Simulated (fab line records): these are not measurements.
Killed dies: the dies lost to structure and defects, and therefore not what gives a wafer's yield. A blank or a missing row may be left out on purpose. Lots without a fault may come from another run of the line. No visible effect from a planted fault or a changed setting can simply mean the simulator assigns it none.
What tool caused it? -- flow berkeley cmos170 -- 21 wafers from 7 lots sampled at 2 of the route's 331 steps

WHAT THE GAUGES READ, wafer by wafer
UCB170_PWELL_TW_MEAS_17.
lot,measured,on,PWELL_TW
L310,day 4 02:11,film metro-03,374 374 373
L311,day 4 02:44,film metro-04,382 380 379
L314,day 4 19:13,film metro-03,373 372 372
L318,day 5 07:04,film metro-04,379 381 380
L325,day 7 06:59,film metro-04,194 193 193
L327,day 7 22:50,film metro-03,374 372 373
L331,day 9 00:02,film metro-04,383 381 383

EACH LOT AND THE TOOL THAT RAN IT (in order: tool; ch and the chambers of the sampled wafers; start)
lot,UCB170_PWELL_IMPLANT_15
L310,"implanter-03 ch 0, day 4 01:56"
L311,"implanter-02 ch 0, day 4 02:29"
L314,"implanter-02 ch 0, day 4 19:00"
L318,"implanter-02 ch 0, day 5 06:50"
L325,"implanter-03 ch 0, day 7 06:44"
L327,"implanter-02 ch 0, day 7 22:35"
L331,"implanter-02 ch 0, day 8 23:47"
- UCB170_PWELL_IMPLANT_15

THE ANSWER, worked out from the rows above alone
Rule: usual is defined by the lots themselves. The widest of any qualifying gaps counts: lots, ordered by their means at a reading, are off when they make up no more than a third of the lots, leave a main group of 4 or more, and stand apart from it by 3 or more times the standard deviation of that group's means. If all means in a main group match to the digits the tables above print for the reading, that group is not used. A lot without any number at a reading at which 4 lots or more have one is off too. Where the step has rows for the other lots, those lots are counted as sound.
Off: at UCB170_PWELL_TW_MEAS_17 (PWELL_TW), L325. For the main group the mean is 377 and the standard deviation 4.
If a tool, at a process step before that reading, ran all the lots that are off and no sound lot after the first of them, it fits. Those tools and the gauges at UCB170_PWELL_TW_MEAS_17 are tried in the same way. One fits: UCB170_PWELL_IMPLANT_15 on implanter-03. A fault onset in the window from L310 (day 4 01:56, its last sound lot) to L325 (day 7 06:44, its first lot off) fits.

WHAT WAS PUT IN BY THE SIMULATOR
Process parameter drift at UCB170_PWELL_IMPLANT_15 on implanter-03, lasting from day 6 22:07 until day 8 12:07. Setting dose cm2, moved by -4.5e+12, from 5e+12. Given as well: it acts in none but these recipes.
Shown lots that were struck: L325. The same result came from the rule above.
